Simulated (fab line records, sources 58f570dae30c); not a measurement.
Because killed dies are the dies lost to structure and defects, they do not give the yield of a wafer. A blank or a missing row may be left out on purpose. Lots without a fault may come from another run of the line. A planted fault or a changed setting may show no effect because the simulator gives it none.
Problem report in the 8D (eight disciplines) form, filled by code ; flow berkeleyCmos170 ; the parts of the form that need people (team, actions taken, sign-off) are left out

== 1. THE ISSUE ==
Mean NLDD_TW at UCB170_NLDD_TW_MEAS_11: 2127 over 6 wafers in 2 lots; fault-free wafers: 2230, standard deviation 18. Measured from the usual mean, that is -5.7 standard deviations.
First seen on wafer L294.1, day 9 20:01, on filmMetro-03. At this step, 42 wafers from 14 lots have a number in the record. Rule for "out", or "out of limits": more than 4 standard deviations from the usual mean. The rest of the wafers with a number are treated as sound.

== 2. WHAT IT IS, WHAT IT ISN'T ==
question;is;is not
which readings at this step;NLDD_TW;-
which lots;L294, L295;L279, L281, L282, L285, L288, L291, L292, L293, L296, L298, L299, L301
which wafers of those lots;all that have a number;-
read on which gauges;filmMetro-02, filmMetro-03;filmMetro-01
when;from day 9 20:01;"up to then (21 sound wafers); but 15 sound wafers of L293, L296, L298, L299, L301 came after"

== 3. SUSPECTS, AND WHAT RULES EACH OUT ==
Counting: a tool at a process step up to the reading stays a suspect if it ran every lot that is out and no sound lot after the first of them.
- the gauge at UCB170_NLDD_TW_MEAS_11 is ruled out. 2 gauges (filmMetro-02, filmMetro-03) read the wafers that are out.
- plasmaAsher-02 at UCB170_PLDD_STRIP_10 (strips in O2): ruled out as a lasting fault. Following L294 (day 9 17:57), the first lot on it that is out, the sound lots L296, L299 were run on it.
- implanter-01 at UCB170_NLDD_IMPLANT_08: kept. It ran every lot that is out, first L294 (day 9 19:37), and no sound lot after that; its last sound lot up to then is L282 (day 7 05:36). On those wafers its own readings are out: tiltDeg.
Left after counting: implanter-01 at UCB170_NLDD_IMPLANT_08.

== 4. THE CAUSE (what the simulator had put in) ==
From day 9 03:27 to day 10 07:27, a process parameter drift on implanter-01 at UCB170_NLDD_IMPLANT_08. From 7, the setting tiltDeg moved by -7. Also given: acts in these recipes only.
After counting, this tool was the only one left.

== 5. THE EFFECT CHAIN, in route order ==
Rows list readings where the struck wafers' mean (over those with a number) sits beyond 3 standard deviations from the usual. Scope: only readings with a usual standard deviation given in the record; hours: median across lots of the time from each lot's start at the first step in this table that gives one to its start at this step; sigmas: change in usual standard deviations.
hours;step;reading;usual;on struck wafers;change;sigmas
0;UCB170_NLDD_IMPLANT_08;tiltDeg;7.002 degrees;0.006;-6.996;-99 or more
0;UCB170_NLDD_TW_MEAS_11;NLDD_TW;2230;2127;-103;-5.7
11;UCB170_SDANNEAL_RS_MEAS_05;NLDD_RS;616.6 ohm/sq;536.9;-79.7;-57
The process steps in it:
- UCB170_NLDD_IMPLANT_08
Later steps that measure or inspect, where all struck wafers having a row at the step show a number for every such reading and not one has moved that far: UCB170_PSD_TW_MEAS_10.

== 6. WHAT WOULD HAVE CAUGHT IT SOONER ==
In this record the first reading out of limits at a measuring or inspecting step was taken at day 9 20:01, 17 hours after the fault began at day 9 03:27.
Tool's own readings at UCB170_NLDD_IMPLANT_08, tiltDeg: out on all struck wafers the step has rows for; an alarm limit on them would have tripped on the first.
L295, from the lots that are out (2), started UCB170_NLDD_IMPLANT_08 on implanter-01 later than day 9 20:01. It would have been spared by a hold on the tool at that moment.
